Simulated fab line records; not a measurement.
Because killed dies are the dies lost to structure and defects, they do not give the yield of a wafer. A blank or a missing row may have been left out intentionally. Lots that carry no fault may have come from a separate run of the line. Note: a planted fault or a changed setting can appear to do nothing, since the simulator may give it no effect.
fab line records	flow rit-cmos	part 1 of 2: steps 1 to 34 of 48
record lots=5	wafers=15	last-day=6
route steps=202 shown GATE@90 REOX@98 NLDD@103 PLDD@114 SPACER@125 NSD@131
lots with no fault: from the same line, run without faults
start-h: hours from the record's first day to the start of the lot's first wafer shown	wait-h: hours from the lot's prior step to this one	" same as the row above	L1.1+2: one row covering several wafers at once	- value missing, or start not given	* or withheld: withheld	< > ~ a bound
route shown NAME@n: NAME is a module with steps in the file, n the number in the route of the first one	usual: average and standard deviation across the fault-free wafers	same: alike in all rows	chamber/n: place in a boat	sites: per-site readings	_std_site: the standard deviation of these	_edge_site: the outer-site mean with the inner-site mean subtracted	radius-mm: how far each site lies from the wafer's centre	mask NAME#n: copy n	behind: the most recent tool/chamber to have shaped the wafer	hold: why the lot went on hold/how many hours it stayed there/how the hold came to an end	device: transistor that didn't switch, given as n, p or np	end of line: the tests these same wafers got at the end of their route	a step without rows: its recipe alone	killed: the dies lost at the first sort to structure and to defects; this is not the yield of the wafer	map: a wafer's dies, marking killed ones x, the rest . and places with no die _
set.NAME: setting as actually run; set.NAME@STEP: the setting as run at that earlier step	model.NAME: the simulator's own value behind a step, which no gauge read
lots at some steps of the route; a table a step, a row a wafer
services: when a tool's chamber went out of use (start-h, in hours from the record's first day, below 0 if earlier), for how many hours, and the reason
## steps
# step RIT_GATE_PEB_14
# recipe resist=NOVOLAK	temp-c=withheld	time-s=withheld
lot.wafer	tool	chamber	start-h	wait-h
L077.1+2+5	litho-track-03	0	60.98	0.1
L080.2+4+5	litho-track-02	0	77.89	0.1
L086.1+4+6	litho-track-03	0	101.39	0.4
L089.1+4+6	litho-track-04	0	115.85	0.1
L091.2+4+5	litho-track-04	0	125.95	0.1
# step RIT_GATE_DEVELOP_15
# recipe resist=NOVOLAK	develop-time-s=50	dev-temp-c=23
lot.wafer	tool	chamber	start-h	wait-h
L077.1+2+5	litho-track-03	0	-	-
L080.2+4+5	litho-track-02	0	-	-
L086.1+4+6	litho-track-03	0	-	-
L089.1+4+6	litho-track-04	0	-	-
L091.2+4+5	litho-track-04	0	-	-
# step RIT_GATE_CD_MEAS_16
# recipe target-cd-nm=150
# usual cd-nm=149.2/2.6
lot.wafer	tool	chamber	start-h	wait-h	cd-nm
L077.1	cd-sem-01	-	61.26	-	148.5
L077.2	"	-	"	"	148.4
L077.5	"	-	"	"	147.4
L080.2	cd-sem-01	-	78.17	-	147.0
L080.4	"	-	"	"	146.9
L080.5	"	-	"	"	146.1
L086.1	cd-sem-02	-	101.67	-	149.7
L086.4	"	-	"	"	150.3
L086.6	"	-	"	"	150.7
L089.1	cd-sem-02	-	116.13	-	147.6
L089.4	"	-	"	"	149.3
L089.6	"	-	"	"	148.5
L091.2	cd-sem-01	-	126.23	-	146.5
L091.4	"	-	"	"	150.0
L091.5	"	-	"	"	149.8
# step RIT_GATE_OVL_MEAS_17
# usual GATE_OVL=1.3/1.4
lot.wafer	tool	chamber	start-h	wait-h	GATE_OVL[nm]
L077.1	overlay-01	-	61.38	0.1	3.9
L077.2	"	-	"	"	5.2
L077.5	"	-	"	"	3.5
L080.2	overlay-02	-	78.28	0.1	1.5
L080.4	"	-	"	"	1.0
L080.5	"	-	"	"	0.0
L086.1	overlay-01	-	101.79	0.1	-0.1
L086.4	"	-	"	"	2.9
L086.6	"	-	"	"	2.6
L089.1	overlay-01	-	116.25	0.1	2.5
L089.4	"	-	"	"	2.0
L089.6	"	-	"	"	3.6
L091.2	overlay-01	-	126.33	0.1	1.4
L091.4	"	-	"	"	3.1
L091.5	"	-	"	"	1.6
# step RIT_GATE_HARDBAKE_18
# recipe resist=NOVOLAK	temp-c=140	time-s=60
lot.wafer	tool	chamber	start-h	wait-h
L077.1+2+5	litho-track-02	0	61.42	0.0
L080.2+4+5	litho-track-03	0	78.33	0.0
L086.1+4+6	litho-track-02	0	101.91	0.1
L089.1+4+6	litho-track-04	0	116.29	0.0
L091.2+4+5	litho-track-02	0	126.39	0.0
# step RIT_GATE_ETCH_19
# recipe chemistry=SF6/CHF3/O2	time-s=165	SF6_flow_sccm=30	CHF3_flow_sccm=30	O2_flow_sccm=5	target=poly-Si	pressure-mtorr=40	rf-w=160	target-depth-a=3125	over-etch-frac=0.25	stop-on=SiO2
# usual chamber-pressure-mTorr=40.00/0.038	drypump-motor-current-A=5.8/0.43	oes-product-au=0.849/0.013	throttle-valve-pct=10.31/0.096
lot.wafer	tool	chamber	start-h	wait-h	chamber-pressure-mTorr	drypump-motor-current-A	oes-product-au	rf-hours-counter-h	throttle-valve-pct
L077.1	rie-si-01	1	61.57	0.1	40.06	5.8	0.860	26	10.30
L077.2	"	3	"	"	40.02	5.4	0.831	3	10.22
L077.5	"	0	"	"	39.96	5.8	0.847	-	10.22
L080.2	rie-si-02	2	78.46	0.1	39.97	5.2	0.837	20	10.39
L080.4	"	1	"	"	39.98	5.2	0.860	33	10.25
L080.5	"	1	"	"	39.97	5.2	0.863	-	10.23
L086.1	rie-si-02	0	102.06	0.1	40.01	6.6	0.853	1	10.35
L086.4	"	3	"	"	40.06	5.8	0.848	122	10.53
L086.6	"	0	"	"	39.97	6.7	0.845	-	10.34
L089.1	rie-si-01	0	116.44	0.1	40.01	5.8	0.853	40	10.22
L089.4	"	2	"	"	40.02	6.0	0.852	137	10.22
L089.6	"	2	"	"	40.02	6.0	0.854	-	10.23
L091.2	rie-si-01	0	126.51	0.1	39.99	5.8	0.835	40	10.22
L091.4	"	3	"	"	40.00	5.5	0.825	4	10.22
L091.5	"	0	"	"	40.02	5.8	0.841	-	10.22
# step RIT_GATE_STRIP_20
# recipe chemistry=O2	time-s=180	resist=NOVOLAK	platen-temp-c=withheld	power-w=500	pressure-mtorr=4000	o2-flow-sccm=4000
# usual chamber-pressure-mTorr=4000/3.6	drypump-motor-current-A=5.91/0.22	o2-flow-sccm=3998/11	rf-refl-power-W=7.3/1.6
lot.wafer	tool	chamber	start-h	wait-h	chamber-pressure-mTorr	drypump-motor-current-A	o2-flow-sccm	rf-hours-counter-h	rf-refl-power-W
L077.1	plasma-asher-04	1	61.68	0.1	3999	6.21	4006	25	7.4
L077.2	"	0	"	"	3998	6.19	4016	25	6.0
L077.5	"	0	"	"	4000	6.18	4004	-	6.4
L080.2	plasma-asher-02	1	78.57	0.1	3997	5.86	4000	43	8.3
L080.4	"	1	"	"	4002	5.85	4012	-	8.1
L080.5	"	1	"	"	4000	5.87	3997	-	8.4
L086.1	plasma-asher-04	1	102.17	0.1	4004	6.19	3992	30	7.2
L086.4	"	1	"	"	3993	6.18	3980	-	7.4
L086.6	"	0	"	"	3995	6.18	4012	-	6.3
L089.1	plasma-asher-03	0	116.55	0.1	3999	5.74	3979	48	7.2
L089.4	"	0	"	"	4002	5.74	3988	-	7.5
L089.6	"	0	"	"	4002	5.77	4004	-	7.4
L091.2	plasma-asher-03	0	126.62	0.1	4006	5.78	3997	50	7.6
L091.4	"	1	"	"	3996	5.65	4016	-	4.6
L091.5	"	0	"	"	3999	5.76	3986	-	7.4
# step RIT_GATE_CD_MEAS_90
# recipe target-cd-nm=150
# usual cd-nm=149.2/2.7
lot.wafer	tool	chamber	start-h	wait-h	cd-nm
L077.1	cd-sem-02	-	61.85	0.1	148.4
L077.2	"	-	"	"	148.6
L077.5	"	-	"	"	147.6
L080.2	cd-sem-02	-	78.76	0.1	147.1
L080.4	"	-	"	"	146.5
L080.5	"	-	"	"	146.0
L086.1	cd-sem-01	-	102.34	0.1	149.9
L086.4	"	-	"	"	150.3
L086.6	"	-	"	"	150.7
L089.1	cd-sem-02	-	116.72	0.1	147.2
L089.4	"	-	"	"	149.5
L089.6	"	-	"	"	148.6
L091.2	cd-sem-02	-	126.82	0.1	146.1
L091.4	"	-	"	"	149.5
L091.5	"	-	"	"	149.6
# step RIT_REOX_CLEAN_00
# recipe chemistry=SC1	mix=3:3:50	time-s=600	temp-c=75
lot.wafer	tool	chamber	start-h	wait-h
L077.1+2+5	wet-bench-02	1	61.97	0.1
L080.2+4+5	wet-bench-02	3	78.86	0.1
L086.1+4+6	wet-bench-02	2	102.46	0.1
L089.1+4+6	wet-bench-01	3	116.84	0.1
L091.2+4+5	wet-bench-01	3	126.92	0.1
# step RIT_REOX_CLEAN_01
# recipe chemistry=dHF	dilution=50:1	time-s=30
lot.wafer	tool	chamber	start-h	wait-h
L077.1+2+5	wet-bench-01	1	62.32	0.0
L080.2+4+5	wet-bench-04	3	79.21	0.0
L086.1+4+6	wet-bench-04	2	102.65	0.0
L089.1+4+6	wet-bench-02	3	117.02	0.0
L091.2+4+5	wet-bench-02	3	127.09	0.0
# step RIT_REOX_CLEAN_02
# recipe chemistry=SC2	mix=3:3:50	time-s=600	temp-c=75	dry=n2-spin
lot.wafer	tool	chamber	start-h	wait-h
L077.1+2+5	wet-bench-04	3	62.34	0.0
L080.2+4+5	wet-bench-01	3	79.23	0.0
L086.1+4+6	wet-bench-02	3	102.67	0.0
L089.1+4+6	wet-bench-04	1	117.03	0.0
L091.2+4+5	wet-bench-04	1	127.11	0.0
# step RIT_REOX_OXIDATION_03
# recipe temp-c=900	ambient=O2	target-thk-a=252	ox-time-s=5580
# usual zone-power-load-pct=26.3/1.2
lot.wafer	tool	chamber	start-h	wait-h	zone-power-load-pct
L077.1	furnace-01	0	63.41	0.9	25.2
L077.2	"	0	"	"	24.9
L077.5	"	0	"	"	25.3
L080.2	furnace-03	0	79.52	0.1	27.3
L080.4	"	0	"	"	27.6
L080.5	"	0	"	"	26.9
L086.1	furnace-03	0	103.79	0.9	27.0
L086.4	"	0	"	"	27.2
L086.6	"	0	"	"	27.1
L089.1	furnace-03	0	118.37	1.2	26.5
L089.4	"	0	"	"	26.8
L089.6	"	0	"	"	27.3
L091.2	furnace-03	0	128.18	0.9	26.7
L091.4	"	0	"	"	27.3
L091.5	"	0	"	"	26.6
# step RIT_REOX_THK_MEAS_04
# recipe reads=SiO2_of_REOX_OXIDATION_03
# usual REOX_OXIDE_THK=25.1/0.46
lot.wafer	tool	chamber	start-h	wait-h	REOX_OXIDE_THK[nm]
L077.1	film-metro-01	-	65.96	0.0	24.5
L077.2	"	-	"	"	25.0
L077.5	"	-	"	"	24.9
L080.2	film-metro-04	-	82.08	0.0	25.7
L080.4	"	-	"	"	25.2
L080.5	"	-	"	"	24.7
L086.1	film-metro-01	-	106.34	0.0	24.9
L086.4	"	-	"	"	25.1
L086.6	"	-	"	"	25.4
L089.1	film-metro-01	-	120.92	0.0	25.3
L089.4	"	-	"	"	25.4
L089.6	"	-	"	"	25.1
L091.2	film-metro-03	-	130.74	0.0	24.4
L091.4	"	-	"	"	24.6
L091.5	"	-	"	"	24.6
# step RIT_NLDD_HMDS_00
# recipe prime-time-s=60	prime-temp-c=140
lot.wafer	tool	chamber	start-h	wait-h
L077.1+2+5	litho-track-01	0	66.02	0.1
L080.2+4+5	litho-track-01	0	82.15	0.1
L086.1+4+6	litho-track-03	0	106.40	0.1
L089.1+4+6	litho-track-04	0	120.98	0.1
L091.2+4+5	litho-track-01	0	130.82	0.1
# step RIT_NLDD_COAT_01
# recipe resist=NOVOLAK	spin-rpm=3250	resist-thk-nm=1000
lot.wafer	tool	chamber	start-h	wait-h
L077.1+2+5	litho-track-01	0	66.17	0.1
L080.2+4+5	litho-track-01	0	82.30	0.1
L086.1+4+6	litho-track-03	0	106.55	0.1
L089.1+4+6	litho-track-04	0	121.13	0.1
L091.2+4+5	litho-track-01	0	130.97	0.1
# step RIT_NLDD_SOFTBAKE_02
# recipe resist=NOVOLAK	temp-c=90	time-s=60
lot.wafer	tool	chamber	start-h	wait-h
L077.1+2+5	litho-track-01	0	66.32	0.1
L080.2+4+5	litho-track-01	0	82.45	0.1
L086.1+4+6	litho-track-03	0	106.70	0.1
L089.1+4+6	litho-track-04	0	121.28	0.1
L091.2+4+5	litho-track-01	0	131.12	0.1
# step RIT_NLDD_EXPOSE_03
# recipe mask-id=M7	na=0.57	target-cd-nm=40700	dose-mj=250
# same na=0.57
lot.wafer	tool	chamber	start-h	wait-h	mask
L077.1+2+5	iline-stepper-01	0	66.47	0.1	M7#0
L080.2+4+5	iline-stepper-02	0	82.72	0.2	M7#0
L086.1+4+6	iline-stepper-01	0	106.85	0.1	M7#0
L089.1+4+6	iline-stepper-01	0	121.43	0.1	M7#0
L091.2+4+5	iline-stepper-01	0	131.39	0.2	M7#0
# step RIT_NLDD_PEB_04
# recipe resist=NOVOLAK	temp-c=withheld	time-s=withheld
lot.wafer	tool	chamber	start-h	wait-h
L077.1+2+5	litho-track-03	0	66.58	0.1
L080.2+4+5	litho-track-01	0	82.85	0.1
L086.1+4+6	litho-track-04	0	106.97	0.1
L089.1+4+6	litho-track-04	0	121.54	0.1
L091.2+4+5	litho-track-03	0	131.51	0.1
# step RIT_NLDD_DEVELOP_05
# recipe resist=NOVOLAK	develop-time-s=50	dev-temp-c=23
lot.wafer	tool	chamber	start-h	wait-h
L077.1+2+5	litho-track-03	0	-	-
L080.2+4+5	litho-track-01	0	-	-
L086.1+4+6	litho-track-04	0	-	-
L089.1+4+6	litho-track-04	0	-	-
L091.2+4+5	litho-track-03	0	-	-
# step RIT_NLDD_OVL_MEAS_06
# usual NLDD_OVL=0.5/1.4
lot.wafer	tool	chamber	start-h	wait-h	NLDD_OVL[nm]
L077.1	overlay-01	-	66.87	-	-0.8
L077.2	"	-	"	"	0.3
L077.5	"	-	"	"	-2.2
L080.2	overlay-01	-	83.11	-	2.7
L080.4	"	-	"	"	1.9
L080.5	"	-	"	"	1.9
L086.1	overlay-02	-	107.25	-	0.1
L086.4	"	-	"	"	-1.4
L086.6	"	-	"	"	1.8
L089.1	overlay-01	-	121.83	-	0.6
L089.4	"	-	"	"	1.7
L089.6	"	-	"	"	0.7
L091.2	overlay-02	-	131.79	-	1.3
L091.4	"	-	"	"	0.5
L091.5	"	-	"	"	-1.3
# step RIT_NLDD_HARDBAKE_07
# recipe resist=NOVOLAK	temp-c=140	time-s=60
lot.wafer	tool	chamber	start-h	wait-h
L077.1+2+5	litho-track-03	0	66.90	0.0
L080.2+4+5	litho-track-01	0	83.16	0.0
L086.1+4+6	litho-track-04	0	107.29	0.0
L089.1+4+6	litho-track-04	0	121.87	0.0
L091.2+4+5	litho-track-01	0	132.03	0.2
# step RIT_NLDD_IMPLANT_08
# recipe species=P	energy-kev=20	dose-cm2=5e+14	tilt-deg=7
lot.wafer	tool	chamber	start-h	wait-h
L077.1+2+5	implanter-01	0	67.05	0.1
L080.2+4+5	implanter-02	0	83.31	0.1
L086.1+4+6	implanter-01	0	107.44	0.1
L089.1+4+6	implanter-02	0	122.02	0.1
L091.2+4+5	implanter-02	0	132.18	0.1
# step RIT_NLDD_STRIP_09
# recipe chemistry=O2	time-s=180	resist=NOVOLAK	platen-temp-c=withheld	power-w=500	pressure-mtorr=4000	o2-flow-sccm=4000
# usual chamber-pressure-mTorr=4000/3.8	drypump-motor-current-A=5.76/0.068	o2-flow-sccm=4000/11	rf-refl-power-W=6.2/1.7
lot.wafer	tool	chamber	start-h	wait-h	chamber-pressure-mTorr	drypump-motor-current-A	o2-flow-sccm	rf-hours-counter-h	rf-refl-power-W
L077.1	plasma-asher-03	0	67.20	0.1	4001	5.77	3999	42	7.6
L077.2	"	1	"	"	4002	5.64	3987	42	4.2
L077.5	"	0	"	"	4001	5.77	3987	-	7.5
L080.2	plasma-asher-01	1	83.44	0.1	4000	5.78	4009	44	5.8
L080.4	"	0	"	"	3994	5.79	4004	-	5.0
L080.5	"	0	"	"	4000	5.80	4023	-	5.2
L086.1	plasma-asher-01	1	107.59	0.1	3995	5.74	3999	46	6.1
L086.4	"	1	"	"	4001	5.75	3993	-	5.8
L086.6	"	0	"	"	4007	5.82	4002	-	5.1
L089.1	plasma-asher-02	1	122.17	0.1	4000	5.89	3997	0	8.3
L089.4	"	1	"	"	3998	5.85	3995	-	8.4
L089.6	"	1	"	"	3998	5.89	3993	-	8.9
L091.2	plasma-asher-01	0	132.31	0.1	3991	5.79	4019	49	5.1
L091.4	"	0	"	"	4000	5.82	3993	-	4.9
L091.5	"	1	"	"	4002	5.76	3985	-	5.8
# step RIT_NLDD_TW_MEAS_10
# usual NLDD_TW=2491/28
lot.wafer	tool	chamber	start-h	wait-h	NLDD_TW
L077.1	film-metro-02	-	67.38	0.1	2454
L077.2	"	-	"	"	2456
L077.5	"	-	"	"	2463
L080.2	film-metro-02	-	83.62	0.1	2468
L080.4	"	-	"	"	2464
L080.5	"	-	"	"	2477
L086.1	film-metro-03	-	107.76	0.1	2465
L086.4	"	-	"	"	2469
L086.6	"	-	"	"	2457
L089.1	film-metro-02	-	122.34	0.1	2459
L089.4	"	-	"	"	2482
L089.6	"	-	"	"	2471
L091.2	film-metro-04	-	132.49	0.1	2519
L091.4	"	-	"	"	2523
L091.5	"	-	"	"	2520
# step RIT_PLDD_HMDS_00
# recipe prime-time-s=60	prime-temp-c=140
lot.wafer	tool	chamber	start-h	wait-h
L077.1+2+5	litho-track-02	0	67.44	0.1
L080.2+4+5	litho-track-02	0	83.70	0.1
L086.1+4+6	litho-track-03	0	107.82	0.1
L089.1+4+6	litho-track-03	0	122.40	0.1
L091.2+4+5	litho-track-03	0	132.57	0.1
# step RIT_PLDD_COAT_01
# recipe resist=NOVOLAK	spin-rpm=3250	resist-thk-nm=1000
lot.wafer	tool	chamber	start-h	wait-h
L077.1+2+5	litho-track-02	0	67.59	0.1
L080.2+4+5	litho-track-02	0	83.85	0.1
L086.1+4+6	litho-track-03	0	107.97	0.1
L089.1+4+6	litho-track-03	0	122.55	0.1
L091.2+4+5	litho-track-03	0	132.72	0.1
# step RIT_PLDD_SOFTBAKE_02
# recipe resist=NOVOLAK	temp-c=90	time-s=60
lot.wafer	tool	chamber	start-h	wait-h
L077.1+2+5	litho-track-02	0	67.74	0.1
L080.2+4+5	litho-track-02	0	84.00	0.1
L086.1+4+6	litho-track-03	0	108.12	0.1
L089.1+4+6	litho-track-03	0	122.70	0.1
L091.2+4+5	litho-track-03	0	132.87	0.1
# step RIT_PLDD_EXPOSE_03
# recipe mask-id=M8	na=0.57	target-cd-nm=40900	dose-mj=250
# same na=0.57
lot.wafer	tool	chamber	start-h	wait-h	mask
L077.1+2+5	iline-stepper-02	0	67.89	0.1	M8#0
L080.2+4+5	iline-stepper-01	0	84.14	0.1	M8#0
L086.1+4+6	iline-stepper-02	0	108.40	0.2	M8#0
L089.1+4+6	iline-stepper-01	0	122.98	0.2	M8#0
L091.2+4+5	iline-stepper-01	0	133.01	0.1	M8#0
# step RIT_PLDD_PEB_04
# recipe resist=NOVOLAK	temp-c=withheld	time-s=withheld
lot.wafer	tool	chamber	start-h	wait-h
L077.1+2+5	litho-track-01	0	68.01	0.1
L080.2+4+5	litho-track-02	0	84.27	0.1
L086.1+4+6	litho-track-03	0	108.51	0.1
L089.1+4+6	litho-track-03	0	123.10	0.1
L091.2+4+5	litho-track-01	0	133.13	0.1
# step RIT_PLDD_DEVELOP_05
# recipe resist=NOVOLAK	develop-time-s=50	dev-temp-c=23
lot.wafer	tool	chamber	start-h	wait-h
L077.1+2+5	litho-track-01	0	-	-
L080.2+4+5	litho-track-02	0	-	-
L086.1+4+6	litho-track-03	0	-	-
L089.1+4+6	litho-track-03	0	-	-
L091.2+4+5	litho-track-01	0	-	-
# step RIT_PLDD_OVL_MEAS_06
# usual PLDD_OVL=0.1/1.4
lot.wafer	tool	chamber	start-h	wait-h	PLDD_OVL[nm]
L077.1	overlay-01	-	68.29	-	-1.1
L077.2	"	-	"	"	1.1
L077.5	"	-	"	"	-0.5
L080.2	overlay-02	-	84.53	-	0.3
L080.4	"	-	"	"	-1.1
L080.5	"	-	"	"	-2.5
L086.1	overlay-02	-	108.80	-	0.6
L086.4	"	-	"	"	1.8
L086.6	"	-	"	"	0.9
L089.1	overlay-02	-	123.38	-	0.9
L089.4	"	-	"	"	-0.7
L089.6	"	-	"	"	-1.2
L091.2	overlay-01	-	133.40	-	0.5
L091.4	"	-	"	"	-1.5
L091.5	"	-	"	"	-1.4
# step RIT_PLDD_HARDBAKE_07
# recipe resist=NOVOLAK	temp-c=140	time-s=60
lot.wafer	tool	chamber	start-h	wait-h
L077.1+2+5	litho-track-03	0	68.32	0.0
L080.2+4+5	litho-track-03	0	84.60	0.1
L086.1+4+6	litho-track-02	0	108.83	0.0
L089.1+4+6	litho-track-03	0	123.41	0.0
L091.2+4+5	litho-track-01	0	133.45	0.0
# step RIT_PLDD_IMPLANT_08
# recipe species=BF2	energy-kev=20	dose-cm2=9e+14	tilt-deg=7
lot.wafer	tool	chamber	start-h	wait-h
L077.1+2+5	implanter-01	0	68.47	0.1
L080.2+4+5	implanter-04	0	84.75	0.1
L086.1+4+6	implanter-01	0	108.98	0.1
L089.1+4+6	implanter-01	0	123.56	0.1
L091.2+4+5	implanter-03	0	133.60	0.1
# step RIT_PLDD_STRIP_09
# recipe chemistry=O2	time-s=180	resist=NOVOLAK	platen-temp-c=withheld	power-w=500	pressure-mtorr=4000	o2-flow-sccm=4000
# usual chamber-pressure-mTorr=4000/3.7	drypump-motor-current-A=5.80/0.16	o2-flow-sccm=3999/12	rf-refl-power-W=5.8/1.2
lot.wafer	tool	chamber	start-h	wait-h	chamber-pressure-mTorr	drypump-motor-current-A	o2-flow-sccm	rf-hours-counter-h	rf-refl-power-W
L077.1	plasma-asher-01	1	68.62	0.1	3998	5.78	3996	42	5.9
L077.2	"	0	"	"	4002	5.80	3993	42	5.1
L077.5	"	0	"	"	3999	5.80	4003	-	4.9
L080.2	plasma-asher-03	0	84.88	0.1	4000	5.77	4002	44	7.6
L080.4	"	1	"	"	3997	5.64	3993	-	4.1
L080.5	"	0	"	"	4005	5.78	4011	-	7.4
L086.1	plasma-asher-01	0	109.13	0.1	3996	5.83	4014	47	5.2
L086.4	"	0	"	"	3995	5.80	4001	-	5.0
L086.6	"	0	"	"	3997	5.80	3986	-	5.0
L089.1	plasma-asher-03	1	123.71	0.1	4004	5.64	3985	49	4.4
L089.4	"	0	"	"	4005	5.76	3989	-	7.5
L089.6	"	0	"	"	3990	5.77	4006	-	7.6
L091.2	plasma-asher-01	1	133.73	0.1	3998	5.78	3999	50	6.0
L091.4	"	1	"	"	3999	5.79	3988	-	5.7
L091.5	"	1	"	"	4000	5.77	4001	-	5.8
